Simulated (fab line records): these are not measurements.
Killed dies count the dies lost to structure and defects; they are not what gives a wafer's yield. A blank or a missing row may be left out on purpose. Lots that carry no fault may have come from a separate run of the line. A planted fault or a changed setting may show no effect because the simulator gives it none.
8D (eight disciplines) problem report, filled in by code    flow berkeleyCmos170    the parts of the form that need people (team, actions taken, sign-off) are left out

1. THE ISSUE
At UCB170_SPACER_ETCHBACK_03, runLengthS averages 88.6 s over 9 wafers from 3 lots, while fault-free wafers read 128.4 s, standard deviation 0.47. Relative to the usual mean, that is a shift of -85 standard deviations.
The step: etches SiO2 in CHF3/CF4/Ar, stops on Si, target depth 376 nm, time 100 s.
First observed at day 9 04:36: wafer L808.2, on rieDiel-04. The record holds 42 wafers of 14 lots with a number at this step. By rule, "out" or "out of limits" means more than 4 standard deviations away from the usual mean. The other wafers with a number count as sound.

2. WHAT IT IS; WHAT IT IS NOT
question                     is                        is not
which readings at this step  runLengthS, oesProductAu  drypumpMotorCurrentA, throttleValvePct
which lots                   L808, L810, L813          L799, L800, L801, L802, L803, L804, L816, L817, L818, L819, L822
which wafers of those lots   all that have a number    -
read on which tools          rieDiel-04                rieDiel-02, rieDiel-03
when                         from day 9 04:36          up to then (18 sound wafers); but 15 sound wafers of L816, L817, L818, L819, L822 came after

3. SUSPECTS, AND WHAT RULES EACH OUT
Counting: any tool at a process step up to the reading is kept as a suspect provided that every lot that is out went through it and no sound lot did after the first of them.
- rieDiel-04 at UCB170_SPACER_ETCHBACK_03 (etches SiO2 in CHF3/CF4/Ar, stops on Si, target depth 376 nm, time 100 s): kept. All lots that are out passed through it, beginning with L808 at day 9 04:36, and no sound lot followed; its final sound lot before that point was L800 at day 6 12:43. Its own oesProductAu, runLengthS readings are out on those wafers.
Remaining after the count: rieDiel-04 at UCB170_SPACER_ETCHBACK_03.

4. THE CAUSE (what the simulator had put in)
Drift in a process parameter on rieDiel-04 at UCB170_SPACER_ETCHBACK_03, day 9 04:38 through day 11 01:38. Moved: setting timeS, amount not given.
Only this tool survived the counting.

5. THE CHAIN OF EFFECTS, in route order
One row per reading whose mean, taken over the struck wafers that have a number, lies over 3 standard deviations from the usual. Only readings for which the record gives a usual standard deviation are gone through. hours: the time from each lot's start at the first step in this table that gives one to its start at this step, as a median over the lots. sigmas: the change in usual standard deviations.
hours  step                       reading       usual       on struck wafers  change  sigmas
0      UCB170_SPACER_ETCHBACK_03  oesProductAu  0.900 a.u.  0.991             +0.091  +5.7
0      UCB170_SPACER_ETCHBACK_03  runLengthS    128.4 s     88.6              -39.8   -85
It contains these process steps:
- UCB170_SPACER_ETCHBACK_03: etches SiO2 in CHF3/CF4/Ar, stops on Si, target depth 376 nm, time 100 s.

6. WHAT WOULD HAVE CAUGHT IT SOONER
In this record the first reading out of limits was taken at day 9 04:36.
